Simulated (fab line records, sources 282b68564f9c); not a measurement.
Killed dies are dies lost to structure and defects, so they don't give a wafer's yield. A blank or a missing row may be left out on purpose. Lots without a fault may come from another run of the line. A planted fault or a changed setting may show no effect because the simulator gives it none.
fab line records | flow rit_cmos
record lots=6 wafers=18 last_day=7
route steps=202 shown FOX2@24 NWELL@28 PWELL@39 WELLDRIVE@50 M1@202
lots that met no fault: from a run of the same line without faults
start_h: hours from the record's first day to the start of the lot's first wafer shown | wait_h: hours since the lot's step before | " the same as in the row above | L1.1+2: a row that stands for several wafers | - no value, or no start given | * or withheld: withheld | < > ~ a bound
route shown NAME@n: a module of which the file shows steps, and the number in the route of the first | usual: mean/standard deviation of fault-free wafers | same: alike in all rows | chamber/n: place in a boat | sites: the reading at each site | _std_site: their standard deviation | _edge_site: outer sites' mean less inner sites' | radius_mm: how far each site lies from the wafer's centre | mask NAME#n: copy n | behind: the tool/chamber that last shaped the wafer | hold: why the lot was held/for how many hours/how that ended | device: the transistor (n, p or np) that didn't switch | end of line: the same wafers' tests at the end of the route | a step without rows: its recipe alone | killed: dies lost to structure and defects at the first sort, not the wafer's yield | map: a wafer's dies, x killed, . not, _ none there
set.NAME: the setting as run; set.NAME@STEP: as run at that earlier step | model.NAME: the simulator's own value behind a step, which no gauge read
lots at some steps of the route; a table a step, a row a wafer
services: from which hour (start_h, from the record's first day; less than 0 if before it) a tool's chamber was out of use, for how many hours, and why
## steps
# step RIT_FOX2_THK_MEAS_01
# recipe reads=SiO2_of_FOX2_OXIDATION_00
# usual FOX2_OXIDE_THK=349/5.8
# columns lot.wafer tool chamber start_h wait_h FOX2_OXIDE_THK[nm]
L774.3 film_metro-02 - 25.51 0.0 345
L774.4 " - " " 342
L774.5 " - " " 343
L778.1 film_metro-01 - 46.01 0.0 352
L778.5 " - " " 347
L778.6 " - " " 349
L781.3 film_metro-01 - 59.25 0.0 339
L781.5 " - " " 345
L781.6 " - " " 337
L783.2 film_metro-01 - 68.54 0.0 343
L783.4 " - " " 340
L783.6 " - " " 341
L788.2 film_metro-04 - 96.52 0.0 355
L788.3 " - " " 350
L788.4 " - " " 350
L795.1 film_metro-04 - 130.94 0.0 350
L795.3 " - " " 348
L795.5 " - " " 353
# step RIT_FOX2_CLEAN_02
# recipe chemistry=dHF dilution=50:1 time_s=180
# step RIT_FOX2_WET_ETCH_03
# recipe chemistry=H3PO4 target=Si3N4 target_depth_nm=195 temp_c=165 time_s=2700
# step RIT_FOX2_THK_MEAS_90
# recipe reads=SiO2_of_FOX2_OXIDATION_00
# usual FIELD_OXIDE_LEFT_1_THK=322/5.8
# columns lot.wafer tool chamber start_h wait_h FIELD_OXIDE_LEFT_1_THK[nm]
L774.3 film_metro-02 - 26.45 0.0 318
L774.4 " - " " 315
L774.5 " - " " 316
L778.1 film_metro-02 - 47.78 0.0 324
L778.5 " - " " 319
L778.6 " - " " 322
L781.3 film_metro-01 - 60.13 0.0 312
L781.5 " - " " 317
L781.6 " - " " 309
L783.2 film_metro-02 - 69.42 0.0 316
L783.4 " - " " 313
L783.6 " - " " 313
L788.2 film_metro-01 - 97.41 0.0 328
L788.3 " - " " 323
L788.4 " - " " 322
L795.1 film_metro-02 - 131.89 0.0 323
L795.3 " - " " 321
L795.5 " - " " 326
# step RIT_NWELL_HMDS_00
# recipe prime_time_s=60 prime_temp_c=140
# step RIT_NWELL_COAT_01
# recipe resist=NOVOLAK spin_rpm=2000 resist_thk_nm=1312
# step RIT_NWELL_SOFTBAKE_02
# recipe resist=NOVOLAK temp_c=90 time_s=60
# step RIT_NWELL_EXPOSE_03
# recipe mask_id=M2 na=0.57 target_cd_nm=43900 dose_mj=250
# step RIT_NWELL_PEB_04
# recipe resist=NOVOLAK temp_c=withheld time_s=withheld
# step RIT_NWELL_DEVELOP_05
# recipe resist=NOVOLAK develop_time_s=68 dev_temp_c=23
# step RIT_NWELL_OVL_MEAS_06
# usual NWELL_OVL=0.5/1.5
# columns lot.wafer tool chamber start_h wait_h NWELL_OVL[nm]
L774.3 overlay-01 - 27.52 - 0.2
L774.4 " - " " 0.2
L774.5 " - " " 1.2
L778.1 overlay-01 - 48.99 - 1.8
L778.5 " - " " -0.8
L778.6 " - " " -0.1
L781.3 overlay-01 - 61.06 - 3.1
L781.5 " - " " 1.0
L781.6 " - " " 0.8
L783.2 overlay-02 - 70.35 - 0.6
L783.4 " - " " 0.1
L783.6 " - " " 1.4
L788.2 overlay-01 - 98.47 - 0.7
L788.3 " - " " 2.6
L788.4 " - " " 2.1
L795.1 overlay-01 - 133.05 - 0.4
L795.3 " - " " 0.6
L795.5 " - " " 2.2
# step RIT_NWELL_HARDBAKE_07
# recipe resist=NOVOLAK temp_c=140 time_s=120
# step RIT_NWELL_IMPLANT_08
# recipe species=P energy_kev=170 dose_cm2=5e+13 tilt_deg=7
# usual beam_energy_keV=170.01/0.055
# columns lot.wafer tool chamber start_h wait_h beam_energy_keV model.implant.rp_nm model.implant.drp_nm
L774.3 implanter-02 0 27.84 0.2 169.96 207.8 68.82
L774.4 " 0 " " 169.99 207.8 68.82
L774.5 " 0 " " 169.88 207.8 68.82
L778.1 implanter-01 0 49.28 0.2 169.97 211.2 68.82
L778.5 " 0 " " 169.95 211.2 68.82
L778.6 " 0 " " 170.03 211.2 68.82
L781.3 implanter-03 0 61.38 0.2 214.19 267.7 81.3
L781.5 " 0 " " 214.20 267.7 81.3
L781.6 " 0 " " 214.15 267.7 81.3
L783.2 implanter-03 0 70.66 0.2 214.25 267.3 81.3
L783.4 " 0 " " 214.21 267.3 81.3
L783.6 " 0 " " 214.13 267.3 81.3
L788.2 implanter-01 0 98.78 0.2 169.99 209 68.82
L788.3 " 0 " " 169.98 209 68.82
L788.4 " 0 " " 170.01 209 68.82
L795.1 implanter-01 0 133.33 0.2 170.01 212.9 68.82
L795.3 " 0 " " 170.03 212.9 68.82
L795.5 " 0 " " 170.02 212.9 68.82
# step RIT_NWELL_STRIP_09
# recipe chemistry=O2 time_s=180 resist=NOVOLAK platen_temp_c=withheld power_w=500 pressure_mtorr=4000 o2_flow_sccm=4000
# usual drypump_motor_current_A=5.7/0.54
# columns lot.wafer tool chamber start_h wait_h drypump_motor_current_A rf_hours_counter_h
L774.3 plasma_asher-03 0 28.00 0.1 6.4 -
L774.4 " 1 " " 4.9 -
L774.5 " 1 " " 4.8 -
L778.1 plasma_asher-03 1 49.43 0.1 4.9 22
L778.5 " 0 " " 6.4 -
L778.6 " 1 " " 4.9 -
L781.3 plasma_asher-01 1 61.54 0.1 6.5 -
L781.5 " 0 " " 5.2 -
L781.6 " 1 " " 6.5 -
L783.2 plasma_asher-03 0 70.78 0.1 6.4 25
L783.4 " 0 " " 6.4 -
L783.6 " 0 " " 6.4 -
L788.2 plasma_asher-02 1 98.90 0.1 5.8 45
L788.3 " 1 " " 5.8 -
L788.4 " 0 " " 5.7 -
L795.1 plasma_asher-03 0 133.48 0.1 6.4 28
L795.3 " 1 " " 4.9 -
L795.5 " 0 " " 6.4 -
# step RIT_NWELL_TW_MEAS_10
# usual NWELL_TW=2170/20
# columns lot.wafer tool chamber start_h wait_h NWELL_TW
L774.3 film_metro-03 - 28.14 0.1 2176
L774.4 " - " " 2185
L774.5 " - " " 2177
L778.1 film_metro-04 - 49.60 0.1 2167
L778.5 " - " " 2167
L778.6 " - " " 2175
L781.3 film_metro-03 - 61.68 0.1 2270
L781.5 " - " " 2273
L781.6 " - " " 2268
L783.2 film_metro-03 - 70.97 0.1 2254
L783.4 " - " " 2269
L783.6 " - " " 2261
L788.2 film_metro-04 - 99.09 0.1 2197
L788.3 " - " " 2187
L788.4 " - " " 2196
L795.1 film_metro-04 - 133.66 0.1 2198
L795.3 " - " " 2196
L795.5 " - " " 2196
# step RIT_PWELL_HMDS_00
# recipe prime_time_s=60 prime_temp_c=140
# step RIT_PWELL_COAT_01
# recipe resist=NOVOLAK spin_rpm=2000 resist_thk_nm=1300
# step RIT_PWELL_SOFTBAKE_02
# recipe resist=NOVOLAK temp_c=91.21 time_s=60
# step RIT_PWELL_EXPOSE_03
# recipe mask_id=M3 na=0.57 target_cd_nm=43700 dose_mj=250
# step RIT_PWELL_PEB_04
# recipe resist=NOVOLAK temp_c=withheld time_s=withheld
# step RIT_PWELL_DEVELOP_05
# recipe resist=NOVOLAK develop_time_s=68 dev_temp_c=23
# step RIT_PWELL_OVL_MEAS_06
# usual PWELL_OVL=0.9/1.4
# columns lot.wafer tool chamber start_h wait_h PWELL_OVL[nm]
L774.3 overlay-01 - 29.20 - 1.9
L774.4 " - " " 3.1
L774.5 " - " " 1.9
L778.1 overlay-02 - 50.67 - -1.1
L778.5 " - " " 0.0
L778.6 " - " " -1.8
L781.3 overlay-02 - 62.61 - 1.4
L781.5 " - " " 0.6
L781.6 " - " " 3.1
L783.2 overlay-02 - 72.03 - 0.2
L783.4 " - " " 0.0
L783.6 " - " " 1.2
L788.2 overlay-01 - 100.02 - 3.3
L788.3 " - " " 0.9
L788.4 " - " " 0.1
L795.1 overlay-01 - 134.65 - 4.6
L795.3 " - " " 5.1
L795.5 " - " " 3.5
# step RIT_PWELL_HARDBAKE_07
# recipe resist=NOVOLAK temp_c=140 time_s=120
# step RIT_PWELL_IMPLANT_08
# recipe species=B energy_kev=173.2 dose_cm2=7e+13 tilt_deg=7
# step RIT_PWELL_STRIP_09
# recipe chemistry=O2 time_s=180 resist=NOVOLAK platen_temp_c=withheld power_w=500 pressure_mtorr=4000 o2_flow_sccm=4000
# usual drypump_motor_current_A=5.8/0.61
# columns lot.wafer tool chamber start_h wait_h drypump_motor_current_A rf_hours_counter_h
L774.3 plasma_asher-03 0 29.68 0.1 6.4 -
L774.4 " 1 " " 4.8 -
L774.5 " 1 " " 4.8 -
L778.1 plasma_asher-01 0 51.11 0.1 5.2 43
L778.5 " 1 " " 6.5 -
L778.6 " 0 " " 5.2 -
L781.3 plasma_asher-01 1 63.09 0.1 6.5 -
L781.5 " 1 " " 6.5 -
L781.6 " 0 " " 5.2 -
L783.2 plasma_asher-04 1 72.49 0.1 5.8 46
L783.4 " 0 " " 6.0 -
L783.6 " 0 " " 6.0 -
L788.2 plasma_asher-01 1 100.45 0.1 6.5 48
L788.3 " 1 " " 6.5 -
L788.4 " 0 " " 5.2 -
L795.1 plasma_asher-01 1 135.09 0.1 6.5 53
L795.3 " 0 " " 5.2 -
L795.5 " 0 " " 5.2 -
# step RIT_PWELL_TW_MEAS_10
# usual PWELL_TW=962/9.6
# columns lot.wafer tool chamber start_h wait_h PWELL_TW
L774.3 film_metro-01 - 29.82 0.1 958
L774.4 " - " " 956
L774.5 " - " " 953
L778.1 film_metro-03 - 51.28 0.1 965
L778.5 " - " " 965
L778.6 " - " " 963
L781.3 film_metro-04 - 63.23 0.1 965
L781.5 " - " " 970
L781.6 " - " " 968
L783.2 film_metro-01 - 72.68 0.1 951
L783.4 " - " " 954
L783.6 " - " " 953
L788.2 film_metro-03 - 100.64 0.1 970
L788.3 " - " " 970
L788.4 " - " " 970
L795.1 film_metro-01 - 135.26 0.1 953
L795.3 " - " " 950
L795.5 " - " " 958
# step RIT_WELLDRIVE_ANNEAL_00
# recipe temp_c=1100 time_s=14700 ambient=N2
# step RIT_WELLDRIVE_RS_MEAS_01
# recipe thk_meas_gauge=four-point-probe
# usual NWELL_RS=275.8/0.82
# columns lot.wafer tool chamber start_h wait_h NWELL_RS[ohm/sq]
L774.3 film_metro-01 - 35.54 0.0 274.7
L774.4 " - " " 274.9
L774.5 " - " " 274.9
L778.1 film_metro-01 - 56.43 0.0 276.1
L778.5 " - " " 276.3
L778.6 " - " " 275.8
L781.3 film_metro-03 - 69.34 0.0 271.7
L781.5 " - " " 272.7
L781.6 " - " " 272.8
L783.2 film_metro-01 - 80.02 0.0 272.8
L783.4 " - " " 273.3
L783.6 " - " " 272.7
L788.2 film_metro-03 - 106.91 0.0 276.8
L788.3 " - " " 276.2
L788.4 " - " " 276.6
L795.1 film_metro-03 - 141.30 0.0 277.3
L795.3 " - " " 276.7
L795.5 " - " " 277.2
# step RIT_WELLDRIVE_RS_MEAS_02
# recipe thk_meas_gauge=four-point-probe
# usual PWELL_RS=429.1/1.1
# columns lot.wafer tool chamber start_h wait_h PWELL_RS[ohm/sq]
L774.3 film_metro-01 - 35.66 0.1 427.1
L774.4 " - " " 428.7
L774.5 " - " " 427.4
L778.1 film_metro-01 - 56.55 0.1 428.4
L778.5 " - " " 428.9
L778.6 " - " " 429.5
L781.3 film_metro-03 - 69.46 0.1 429.3
L781.5 " - " " 428.4
L781.6 " - " " 429.7
L783.2 film_metro-01 - 80.14 0.1 429.6
L783.4 " - " " 429.9
L783.6 " - " " 430.0
L788.2 film_metro-03 - 107.03 0.1 429.0
L788.3 " - " " 428.7
L788.4 " - " " 430.1
L795.1 film_metro-03 - 141.42 0.1 429.5
L795.3 " - " " 429.2
L795.5 " - " " 428.6
# step RIT_M1_PROBE_99
# usual killed_at_front_end=7/3.3 killed_dies=7/3.3 killed_open=3.3/1.9 killed_short=3.6/2.1
# same gross_dies=264 killed_at_M0_to_M3=0 killed_at_M4_up=0 killed_at_back_side=0 killed_at_contacts=0 killed_at_other=0
# columns lot.wafer tool chamber start_h wait_h killed_at_front_end killed_dies killed_open killed_short model.etest.field_p_metal.vt_v model.etest.nwell_pinched.rs_ohm_sq model.etest.field_p.vt_v model.etest.well_edge_right.line_ohm_um model.etest.well_edge_left.line_ohm_um model.etest.iso_nwell_nwell.bv_v model.etest.iso_pplus_pwell.lateral_log10_a_um model.etest.iso_nwell_nwell.lateral_log10_a_um
L774.3 prober-02 - 67.34 0.2 8 8 6 2 -29.14 334.5 -12.36 182.3 181.3 22.52 -9.261 -7.341
L774.4 prober-02 - 67.39 0.2 10 10 4 6 -30.09 332 -12.44 181.5 184.3 21.82 -9.348 -7.424
L774.5 prober-02 - 67.44 0.2 12 12 5 6 -29.48 334.6 -12.46 182.3 180.1 22.24 -9.285 -7.39
L778.1 prober-02 - 87.56 0.1 10 10 5 5 -28.99 334.3 -12.61 183.6 183.6 22.15 -9.315 -7.35
L778.5 prober-02 - 87.76 0.2 4 4 1 3 -29.33 338 -12.62 183.3 185.6 22.2 -9.211 -7.321
L778.6 prober-02 - 87.81 0.2 3 3 1 2 -28.94 338.1 -12.68 181.8 180.8 21.25 -9.278 -7.16
L781.3 prober-01 - 103.01 0.2 4 4 3 1 -43.05 330.4 -18.59 181.3 179.2 19.82 -9.412 -7.27
L781.5 prober-01 - 103.11 0.2 5 5 0 5 -42.63 332.3 -18.49 178.1 179.3 20.12 -9.444 -7.32
L781.6 prober-01 - 103.16 0.2 7 7 3 2 -43.26 333.9 -18.55 177 176.9 19.97 -9.43 -7.297
L783.2 prober-01 - 111.93 0.1 9 9 5 4 -43.24 325.8 -18.41 177.5 179.7 20.18 -9.438 -7.305
L783.4 prober-01 - 112.03 0.2 7 7 5 2 -43.61 330.8 -18.46 181.2 180.2 19.76 -9.452 -7.141
L783.6 prober-01 - 112.13 0.2 4 4 1 3 -42.84 336 -18.45 181.1 178 20.01 -9.416 -7.351
L788.2 prober-02 - 139.06 0.1 6 6 3 3 -28.89 336.7 -12.62 184.2 182.3 22.08 -9.336 -7.336
L788.3 prober-02 - 139.11 0.2 2 2 1 1 -28.91 341.1 -12.47 185 182.4 21.93 -9.317 -7.389
L788.4 prober-02 - 139.16 0.2 6 6 3 3 -29.34 341.1 -12.49 184 184.5 22.06 -9.251 -7.359
L795.1 prober-01 - 172.33 0.1 3 3 1 2 -29.59 338.2 -12.72 184.3 182.4 22.09 -9.237 -7.354
L795.3 prober-01 - 172.43 0.2 11 11 7 4 -29.64 339.8 -12.81 183.9 182.9 22.01 -9.256 -7.38
L795.5 prober-01 - 172.53 0.2 9 9 4 5 -29.43 336.3 -12.72 183 184.6 22.1 -9.27 -7.35
# killed by level:class
L774.3 FOX1:geometric_particle:open=3 REOX:geometric_particle:open=2 FOX1:geometric_particle:short=1 GATE:geometric_particle:open=1 SILICIDE:geometric_particle:short=1
L774.4 GATE:geometric_particle:open=4 SILICIDE:geometric_particle:short=2 ACTIVE:geometric_particle:short=1 FOX1:geometric_particle:short=1 FOX2:geometric_particle:short=1 GATE:geometric_particle:short=1
L774.5 GATE:geometric_particle:open=3 GATE:geometric_particle:short=2 REOX:geometric_particle:short=2 SPACER:geometric_particle:short=2 REOX:geometric_particle:open=1 SILICIDE:geometric_particle:open=1 PSD:coat_microbubble_printed=1
L778.1 GATE:geometric_particle:short=2 FOX1:geometric_particle:short=1 FOX1:geometric_particle:open=1 FOX2:geometric_particle:open=1 GATE:geometric_particle:open=1 REOX:geometric_particle:short=1 SPACER:geometric_particle:open=1 SPACER:geometric_particle:short=1
L778.5 FOX1:geometric_particle:short=2 GATE:geometric_particle:short=1 SILICIDE:geometric_particle:open=1
L778.6 FOX1:geometric_particle:short=1 GATE:geometric_particle:short=1 SPACER:geometric_particle:open=1
L781.3 FOX1:geometric_particle:open=1 GATE:geometric_particle:open=1 GATE:geometric_particle:short=1 SPACER:geometric_particle:open=1
L781.5 FOX1:geometric_particle:short=2 GATE:geometric_particle:short=1 SPACER:geometric_particle:short=1 STARTING-WAFER:geometric_particle:short=1
L781.6 NWELL:coat_microbubble_printed=2 FOX1:geometric_particle:open=1 FOX2:geometric_particle:open=1 GATE:geometric_particle:short=1 GATE:geometric_particle:open=1 SILICIDE:geometric_particle:short=1
L783.2 FOX1:geometric_particle:open=2 FOX2:geometric_particle:short=2 FOX1:geometric_particle:short=1 FOX2:geometric_particle:open=1 GATE:geometric_particle:short=1 SPACER:geometric_particle:open=1 SILICIDE:geometric_particle:open=1
L783.4 REOX:geometric_particle:open=3 GATE:geometric_particle:short=2 SILICIDE:geometric_particle:open=2
L783.6 FOX1:geometric_particle:short=1 GATE:geometric_particle:short=1 REOX:geometric_particle:short=1 SPACER:geometric_particle:open=1
L788.2 GATE:geometric_particle:open=3 FOX1:geometric_particle:short=1 GATE:geometric_particle:short=1 REOX:geometric_particle:short=1
L788.3 GATE:geometric_particle:open=1 GATE:geometric_particle:short=1
L788.4 GATE:geometric_particle:short=2 FOX1:geometric_particle:open=1 GATE:geometric_particle:open=1 REOX:geometric_particle:open=1 SPACER:geometric_particle:short=1
L795.1 FOX1:geometric_particle:short=1 GATE:geometric_particle:short=1 SILICIDE:geometric_particle:open=1
L795.3 GATE:geometric_particle:open=3 FOX1:geometric_particle:open=2 SPACER:geometric_particle:short=2 FOX1:geometric_particle:short=1 GATE:geometric_particle:short=1 SPACER:geometric_particle:open=1 SILICIDE:geometric_particle:open=1
L795.5 GATE:geometric_particle:open=2 GATE:geometric_particle:short=2 FOX1:geometric_particle:short=1 FOX2:geometric_particle:open=1 SPACER:geometric_particle:short=1 SILICIDE:geometric_particle:short=1 SILICIDE:geometric_particle:open=1
## services
# columns tool chamber start_h hours kind
plasma_asher-04 - 32.25 2.2 repair
plasma_asher-03 - 41.25 0.8 repair
implanter-03 - 41.36 1.0 repair
implanter-03 - 68.20 1.5 repair
implanter-03 - 84.37 1.6 repair
plasma_asher-03 - 99.91 28.1 pm
plasma_asher-02 - 108.75 9.0 pm
plasma_asher-02 0 108.75 9.0 vent_cycle
plasma_asher-02 1 108.75 9.0 vent_cycle
plasma_asher-02 0 117.75 - clean
plasma_asher-02 1 117.75 - clean
plasma_asher-01 - 129.07 1.5 repair
## key
first_sign step=RIT_NWELL_IMPLANT_08 reading=beam_energy_keV direction=up sigmas=99+ usual=170.01 struck=214.19
effect step=RIT_NWELL_TW_MEAS_10 reading=NWELL_TW direction=up sigmas=4.8 usual=2170 struck=2266
effect step=RIT_WELLDRIVE_RS_MEAS_01 reading=NWELL_RS direction=down sigmas=3.8 usual=275.8 struck=272.7
model_effect step=RIT_NWELL_IMPLANT_08 value=implant.rp_nm without=211.1 struck=267.5
model_effect step=RIT_M1_PROBE_99 value=etest.field_p_metal.vt_v without=-30.03 struck=-43.1
met_at RIT_NWELL_IMPLANT_08
struck_wafers L781.3,L781.5,L781.6,L783.2,L783.4,L783.6
tester_left_out L781,L783
fault kind=process_parameter_drift tool=implanter-03 chamber=- onset_h=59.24 steps=RIT_NWELL_IMPLANT_08 channel=energy_kev offset=44.2 shape=step end_h=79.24 acts_in=these_recipes_only stated=170
# tester_left_out: of these lots the tester's yield and bins aren't shown, on N5 and GAA mostly nor the transistor test; their killed dies are dies lost to structure and defects alone, not to doping, threshold or leakage, so they don't give the yield
